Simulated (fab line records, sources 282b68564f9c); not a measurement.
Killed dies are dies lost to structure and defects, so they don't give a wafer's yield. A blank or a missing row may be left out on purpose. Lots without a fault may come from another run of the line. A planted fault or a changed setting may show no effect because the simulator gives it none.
A struck lot beside a sound one | flow rit_cmos | 13 steps out of a route of 202
Sound: wafers L248.2, L248.3, L248.6. Struck: wafers L253.3, L253.4, L253.5. The cause comes at the end.
At each step with rows: each side's tool, then ch and its chambers, then its first start. Under that, the readings that differ: sound wafers | struck wafers | difference of the means | sigmas: that difference in standard deviations of wafers without a fault.
alike: readings whose means differ by less than 2 such deviations, and words and numbers that are the same on both sides. not compared: withheld readings, readings that some wafer has no value for, bounds like >300 that may hide the same value, and numbers for which the record gives no deviation and whose values overlap.
The two part at a step that has a row with sigmas, a row that says differs or no value, or rows on one side only. Numbers that don't overlap but have no deviation are shown without sigmas and don't part them. A reading that every wafer of one side lacks parts them only if that side has two wafers or more.

first, 2 steps without rows for these wafers: RIT_PLDD_PEB_04; RIT_PLDD_DEVELOP_05 (develop time 51.36 s).
RIT_PLDD_OVL_MEAS_06:
  sound on overlay-02, day 5 21:34; struck on overlay-02, day 6 18:24
  alike: PLDD_OVL
then, 2 steps without rows for these wafers: RIT_PLDD_HARDBAKE_07 (time 60 s); RIT_PLDD_IMPLANT_08.
RIT_PLDD_STRIP_09: strips in O2, time 180 s.
  sound on plasma_asher-04 ch 0,1, day 5 21:54; struck on plasma_asher-03 ch 0,1, day 6 18:47
  alike: drypump_motor_current_A
  not compared: rf_hours_counter_h
RIT_PLDD_TW_MEAS_10:
  sound on film_metro-03, day 5 22:05; struck on film_metro-02, day 6 18:55
  alike: PLDD_TW
then, 4 steps without rows for these wafers: RIT_SPACER_CLEAN_00 (cleans in SC1, time 600 s); RIT_SPACER_CLEAN_01 (cleans in dHF, time 30 s); RIT_SPACER_CLEAN_02 (cleans in SC2, time 600 s); RIT_SPACER_CVD_03 (deposits Si3N4 from SiH2Cl2/NH3, target thk 250 nm, time 3300 s).
RIT_SPACER_THK_MEAS_04:
  sound on film_metro-02, day 6 01:23; struck on film_metro-03, day 6 23:40
  alike: SPACER_NITRIDE_THK
RIT_SPACER_ETCHBACK_05: etches Si3N4 in SF6/CHF3, stops on SiO2, target depth 250 nm, time 240 s.
  sound on rie_diel-04 ch 1,2,3, day 6 01:26; struck on rie_diel-03 ch 1,2, day 6 23:42
  no value came back on the struck wafers for any of 5 readings (CHF3_flow_sccm (sccm), SF6_flow_sccm (sccm) and others); on the sound wafers CHF3_flow_sccm (sccm) reads 30.01 30.02 30.14
  reading                                     | sound             | struck            | difference | sigmas
  model.poly-Si_of_GATE_CVD_08.thk_nm (nm)    | 162.9 163.4 165.6 | 222.9 223.1 221.9 | +58.7      |
  model.Si3N4_of_SPACER_CVD_03.thk_nm (nm)    | 196.6 195.7 197.6 | 251.4 252.3 252.4 | +55.4      |
  model.SiO2_of_FOX2_OXIDATION_00.thk_nm (nm) | 177.8 171.6 176   | 228.7 224 223.9   | +50.4      |
  not compared: rf_hours_counter_h

WHERE THEY PART
Only at RIT_SPACER_ETCHBACK_05, within this record.

WHY: what the simulator had put in
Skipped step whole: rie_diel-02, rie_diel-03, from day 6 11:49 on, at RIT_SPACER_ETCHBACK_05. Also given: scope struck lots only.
